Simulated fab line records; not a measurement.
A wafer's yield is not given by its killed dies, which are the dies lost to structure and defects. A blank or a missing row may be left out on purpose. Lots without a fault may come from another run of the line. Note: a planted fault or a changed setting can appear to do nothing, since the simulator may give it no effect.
Split-lot trial || flow berkeley-cmos170 || route with 331 steps; 5 lots, 23 wafers read

== THE SPLIT ITSELF ==
At UCB170_M1_METAL_ETCH_12 (etches Al in Cl2/BCl3, stops on PSG, target depth 780 nm, time 130 s), the setting time-s was moved away from the recipe's 130 s on 7 of the 23 wafers read, by -8.4% to +8.9%. All remaining wafers had this setting at the recipe value.

The reading is taken at the split's own step.

== THE READING ==
KrF_of_M1_COAT_04.thk-nm (the simulator's own value, which no gauge read), in nm, at UCB170_M1_METAL_ETCH_12 (etches Al in Cl2/BCl3, stops on PSG, target depth 780 nm, time 130 s). The file gives no usual value for it. The 16 wafers here that ran the recipe average 437.1 nm, standard deviation 12 nm.

{"wafer": "L074.1", "tool, chamber at the split": "rie-metal-01, 1", "time-s as run, s": 119.1, "against the recipe": "-8.4%", "KrF_of_M1_COAT_04.thk-nm, nm": 459.3, "against lot-mates on the recipe": "+31.4"}
{"wafer": "L074.3", "tool, chamber at the split": "rie-metal-01, 0", "time-s as run, s": 130, "against the recipe": "recipe", "KrF_of_M1_COAT_04.thk-nm, nm": 439.7, "against lot-mates on the recipe": "-"}
{"wafer": "L074.4", "tool, chamber at the split": "rie-metal-01, 1", "time-s as run, s": 130, "against the recipe": "recipe", "KrF_of_M1_COAT_04.thk-nm, nm": 416.1, "against lot-mates on the recipe": "-"}
{"wafer": "L074.5", "tool, chamber at the split": "rie-metal-01, 1", "time-s as run, s": 119.1, "against the recipe": "-8.4%", "KrF_of_M1_COAT_04.thk-nm, nm": 458.3, "against lot-mates on the recipe": "+30.4"}
{"wafer": "L074.6", "tool, chamber at the split": "rie-metal-01, 0", "time-s as run, s": 119.1, "against the recipe": "-8.4%", "KrF_of_M1_COAT_04.thk-nm, nm": 471.4, "against lot-mates on the recipe": "+43.5"}
{"wafer": "L076.1", "tool, chamber at the split": "rie-metal-04, 1", "time-s as run, s": 130, "against the recipe": "recipe", "KrF_of_M1_COAT_04.thk-nm, nm": 442.1, "against lot-mates on the recipe": "-"}
{"wafer": "L076.2", "tool, chamber at the split": "rie-metal-04, 0", "time-s as run, s": 139, "against the recipe": "+6.9%", "KrF_of_M1_COAT_04.thk-nm, nm": 424.1, "against lot-mates on the recipe": -20.6}
{"wafer": "L076.4", "tool, chamber at the split": "rie-metal-04, 1", "time-s as run, s": 130, "against the recipe": "recipe", "KrF_of_M1_COAT_04.thk-nm, nm": 441.4, "against lot-mates on the recipe": "-"}
{"wafer": "L076.5", "tool, chamber at the split": "rie-metal-04, 0", "time-s as run, s": 130, "against the recipe": "recipe", "KrF_of_M1_COAT_04.thk-nm, nm": 450.7, "against lot-mates on the recipe": "-"}
{"wafer": "L076.6", "tool, chamber at the split": "rie-metal-04, 1", "time-s as run, s": 139, "against the recipe": "+6.9%", "KrF_of_M1_COAT_04.thk-nm, nm": 407.1, "against lot-mates on the recipe": -37.6}
{"wafer": "L077.1", "tool, chamber at the split": "rie-metal-02, 1", "time-s as run, s": 130, "against the recipe": "recipe", "KrF_of_M1_COAT_04.thk-nm, nm": 432.1, "against lot-mates on the recipe": "-"}
{"wafer": "L077.3", "tool, chamber at the split": "rie-metal-02, 0", "time-s as run, s": 130, "against the recipe": "recipe", "KrF_of_M1_COAT_04.thk-nm, nm": 418.1, "against lot-mates on the recipe": "-"}
{"wafer": "L077.4", "tool, chamber at the split": "rie-metal-02, 1", "time-s as run, s": 130, "against the recipe": "recipe", "KrF_of_M1_COAT_04.thk-nm, nm": 433.9, "against lot-mates on the recipe": "-"}
{"wafer": "L077.5", "tool, chamber at the split": "rie-metal-02, 0", "time-s as run, s": 130, "against the recipe": "recipe", "KrF_of_M1_COAT_04.thk-nm, nm": 415.3, "against lot-mates on the recipe": "-"}
{"wafer": "L077.6", "tool, chamber at the split": "rie-metal-02, 1", "time-s as run, s": 130, "against the recipe": "recipe", "KrF_of_M1_COAT_04.thk-nm, nm": 435.9, "against lot-mates on the recipe": "-"}
{"wafer": "L085.1", "tool, chamber at the split": "rie-metal-02, 1", "time-s as run, s": 130, "against the recipe": "recipe", "KrF_of_M1_COAT_04.thk-nm, nm": 435.6, "against lot-mates on the recipe": "-"}
{"wafer": "L085.4", "tool, chamber at the split": "rie-metal-02, 1", "time-s as run, s": 130, "against the recipe": "recipe", "KrF_of_M1_COAT_04.thk-nm, nm": 439.6, "against lot-mates on the recipe": "-"}
{"wafer": "L085.5", "tool, chamber at the split": "rie-metal-02, 1", "time-s as run, s": 130, "against the recipe": "recipe", "KrF_of_M1_COAT_04.thk-nm, nm": 434.6, "against lot-mates on the recipe": "-"}
{"wafer": "L080.1", "tool, chamber at the split": "rie-metal-04, 0", "time-s as run, s": 130, "against the recipe": "recipe", "KrF_of_M1_COAT_04.thk-nm, nm": 454.4, "against lot-mates on the recipe": "-"}
{"wafer": "L080.2", "tool, chamber at the split": "rie-metal-04, 1", "time-s as run, s": 130, "against the recipe": "recipe", "KrF_of_M1_COAT_04.thk-nm, nm": 447.2, "against lot-mates on the recipe": "-"}
{"wafer": "L080.4", "tool, chamber at the split": "rie-metal-04, 0", "time-s as run, s": 130, "against the recipe": "recipe", "KrF_of_M1_COAT_04.thk-nm, nm": 457.1, "against lot-mates on the recipe": "-"}
{"wafer": "L080.5", "tool, chamber at the split": "rie-metal-04, 0", "time-s as run, s": 141.6, "against the recipe": "+8.9%", "KrF_of_M1_COAT_04.thk-nm, nm": 417.8, "against lot-mates on the recipe": -35.1}
{"wafer": "L080.6", "tool, chamber at the split": "rie-metal-04, 1", "time-s as run, s": 141.6, "against the recipe": "+8.9%", "KrF_of_M1_COAT_04.thk-nm, nm": 409.8, "against lot-mates on the recipe": -43.1}

FIT RESULTS
A straight line over all 23 wafers: KrF_of_M1_COAT_04.thk-nm changes by -2.93 nm for each +1% of time-s; r = -0.77; the points scatter about the line by 11 nm.
The same after taking each lot's own level away (the mean of its wafers on the recipe; 23 wafers): -4.26 nm for each +1%; r = -0.94; scatter 7.1 nm.
On that fit, the largest move of time-s shifts the reading by 38 nm.
Measured against the standard deviation above, the lots' own levels, which go from 427.06 to 452.90 nm, span 2.1 times it.
So the lot-to-lot level blurs the effect unless lot-mates are compared.
Check: for one of the wafers moved furthest among these (+8.9%), held out of the fit, the line's prediction against its lot-mates is -38.9 nm. It came out at -35.1 nm against them.

== FURTHER SPLITS ON THESE WAFERS ==
Before the reading, these wafers also passed through other splits. Each is held against what the fit with the lots' levels taken away leaves over:
{"other split on the same wafers": "UCB170_SDANNEAL_RTA_01 time-s", "wafers away from the commonest value": 6, "r with KrF_of_M1_COAT_04.thk-nm (lot level and that fit taken away)": -0.12}

== FILE'S OWN FIT ==
KrF_of_M1_COAT_04.thk-nm changes by -4.27 nm for each +1% of time-s, r = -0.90.
